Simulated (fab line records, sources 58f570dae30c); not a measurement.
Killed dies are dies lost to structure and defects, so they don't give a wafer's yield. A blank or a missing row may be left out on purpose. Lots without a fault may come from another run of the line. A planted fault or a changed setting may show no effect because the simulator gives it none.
One fault seen from 2 desks | flow berkeley_cmos170 | each desk has only its own numbers; what lay behind them comes last

THE METROLOGY DESK
What the gauges read, lot by lot, whatever tool the lot ran on: means of the sampled wafers that have a number. A lot is out of limits, marked OUT, if its mean lies more than 4 standard deviations from the usual mean; the brackets give that distance.
Columns: A = INCOMING_BOW at UCB170_START_BOW_MEAS_00, usual -1 um; B = PWELL_TW at UCB170_PWELL_TW_MEAS_17, usual 374.9
lot  | first seen here | A   | B
L200 | day 1 10:02     | 3   | 374.0
L203 | day 2 01:01     | 1   | 378.2
L204 | day 2 06:00     | -12 | 374.3
L205 | day 2 11:02     | -7  | 370.5
L207 | day 2 21:02     | 6   | 376.2
L208 | day 3 02:02     | -4  | 373.5
L212 | day 3 22:01     | -5  | 375.9
L215 | day 4 13:00     | -3  | 375.4
L217 | day 4 23:00     | -3  | 373.3
L218 | day 5 04:00     | 0   | 375.1
L219 | day 5 09:01     | -1  | 375.5
L220 | day 5 14:00     | -2  | 376.8
L222 | day 6 00:00     | -8  | 377.9
L223 | day 6 05:00     | 3   | 372.3
This desk's finding: nothing out of limits on any of the 14 lots.

THE TOOL OWNER'S DESK: litho_track-04
The tool's own readings at UCB170_PWELL_DEVELOP_12 (develop time 45 s): means of the sampled wafers that have a number, for each lot that ran on this tool. A lot is out of limits, marked OUT, if its mean lies more than 4 standard deviations from the usual mean; the brackets give that distance.
Columns: A = developer_temp_C at UCB170_PWELL_DEVELOP_12, usual 20.99 C
lot  | first seen here | A
L200 | day 3 06:00     | 20.95
L204 | day 3 23:00     | 20.88
L208 | day 4 19:00     | 21.00
L212 | day 5 23:00     | 21.84 (+7.7) OUT
L215 | day 6 10:00     | 21.71 (+6.5) OUT
This desk's finding: out of limits on L212, L215; first on L212, day 5 23:00 (developer_temp_C at UCB170_PWELL_DEVELOP_12). In limits: L200, L204, L208.

PUT TOGETHER
The tool owner's desk could have raised an alarm at day 5 23:00, on L212, L215.
The metrology desk saw nothing out of limits.
The metrology desk has L212, L215 on record, within its limits.
Of the lots named, all ran UCB170_PWELL_DEVELOP_12 on litho_track-04.

WHAT THE SIMULATOR HAD PUT IN
Process parameter drift: litho_track-04, from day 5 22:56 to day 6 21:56, at UCB170_PWELL_DEVELOP_12. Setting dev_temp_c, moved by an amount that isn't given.
Lots struck among those shown: L212, L215.
Hours from the fault's start to each desk's first reading out of limits: the tool owner's desk, 0.
